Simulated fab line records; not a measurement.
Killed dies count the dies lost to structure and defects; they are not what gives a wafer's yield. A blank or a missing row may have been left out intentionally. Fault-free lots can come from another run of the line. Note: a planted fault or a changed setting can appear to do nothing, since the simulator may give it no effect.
A struck lot beside a sound one	flow ritCmos	19 out of 202 route steps
Sound: wafers L609.1, L609.3, L609.5. Struck: wafers L621.3, L621.4, L621.5. Last of all comes the cause.
At each step with rows: each side's tool, then ch and its chambers, then its first start. Under that, the readings that differ: sound wafers	struck wafers	difference of the means	sigmas: that difference in standard deviations of wafers without a fault.
alike: a reading whose means differ by less than 2 such deviations, as well as words and numbers matching on both sides. not compared: withheld readings; readings where some wafer has no value; bounds like >300 that might hide an equal value; numbers whose values overlap and for which the record gives no deviation.
The two part at a step that has a row with sigmas, a row that says differs or no value, or rows on one side only. Non-overlapping numbers with no deviation appear without sigmas and do not part them. Lack of a reading on every wafer of one side parts them only where that side has two or more wafers.

first, 4 steps without rows for these wafers: RIT_PSD_SOFTBAKE_02 (time 60 s); RIT_PSD_EXPOSE_03 (exposes mask M10, target cd 40900 nm); RIT_PSD_PEB_04; RIT_PSD_DEVELOP_05 (develop time 50 s).
RIT_PSD_OVL_MEAS_06:
  sound on overlay-01, day 3 18:52; struck on overlay-01, day 6 08:04
  alike: PSD_OVL
then, 2 steps without rows for these wafers: RIT_PSD_HARDBAKE_07 (time 60 s); RIT_PSD_IMPLANT_08.
RIT_PSD_STRIP_09: strips in O2, time 180 s.
  sound on plasmaAsher-01 ch 0,1, day 3 19:26; struck on plasmaAsher-02 ch 0,1, day 6 08:29
  alike: drypumpMotorCurrentA
  not compared: rfHoursCounterH
RIT_PSD_TW_MEAS_10:
  sound on filmMetro-02, day 3 19:37; struck on filmMetro-03, day 6 08:38
  alike: PSD_TW
then, 3 steps without rows for these wafers: RIT_SDANNEAL_CLEAN_00 (cleans in SC1, time 600 s); RIT_SDANNEAL_CLEAN_01 (cleans in dHF, time 30 s); RIT_SDANNEAL_CLEAN_02 (cleans in SC2, time 600 s).
RIT_SDANNEAL_RTA_03: time 5 s.
  sound on rtpAnneal-02 ch 0, day 3 20:24; struck on rtpAnneal-02 ch 0, day 6 09:04
  alike: wafer_temp_C_max
RIT_SDANNEAL_RS_MEAS_04: a four-point-probe measurement.
  sound on filmMetro-04, day 3 20:28; struck on filmMetro-04, day 6 09:09
reading	sound	struck	difference	sigmas
PSD_RS (ohm/sq)	116.17 116.15 116.43	72.40 72.49 72.33	-43.84	-99 or more
RIT_SDANNEAL_RS_MEAS_05: a four-point-probe measurement.
  sound on filmMetro-04, day 3 20:35; struck on filmMetro-04, day 6 09:16
reading	sound	struck	difference	sigmas
NSD_RS (ohm/sq)	84.40 84.61 84.66	77.43 77.72 77.56	-6.99	-28
RIT_SDANNEAL_RS_MEAS_06: a four-point-probe measurement.
  sound on filmMetro-04, day 3 20:42; struck on filmMetro-04, day 6 09:23
reading	sound	struck	difference	sigmas
PLDD_RS (ohm/sq)	178.5 179.0 179.0	141.3 141.6 141.6	-37.3	-99 or more
RIT_SDANNEAL_RS_MEAS_07: a four-point-probe measurement.
  sound on filmMetro-04, day 3 20:49; struck on filmMetro-04, day 6 09:31
reading	sound	struck	difference	sigmas
NLDD_RS (ohm/sq)	151.7 152.3 152.0	142.8 142.8 142.9	-9.2	-18
then, 1 step without rows for these wafers: RIT_SILICIDE_WET_ETCH_00 (etches SiO2 in BOE, target depth 14 nm, time 15 s).
RIT_M1_PROBE_99:
  record: rows for the struck wafers here (prober-01, day 6 16:38), none for the sound ones

WHERE THEY PART
Earliest at RIT_SDANNEAL_RS_MEAS_04; latest, in this record, at RIT_M1_PROBE_99.

WHY: what the simulator had put in
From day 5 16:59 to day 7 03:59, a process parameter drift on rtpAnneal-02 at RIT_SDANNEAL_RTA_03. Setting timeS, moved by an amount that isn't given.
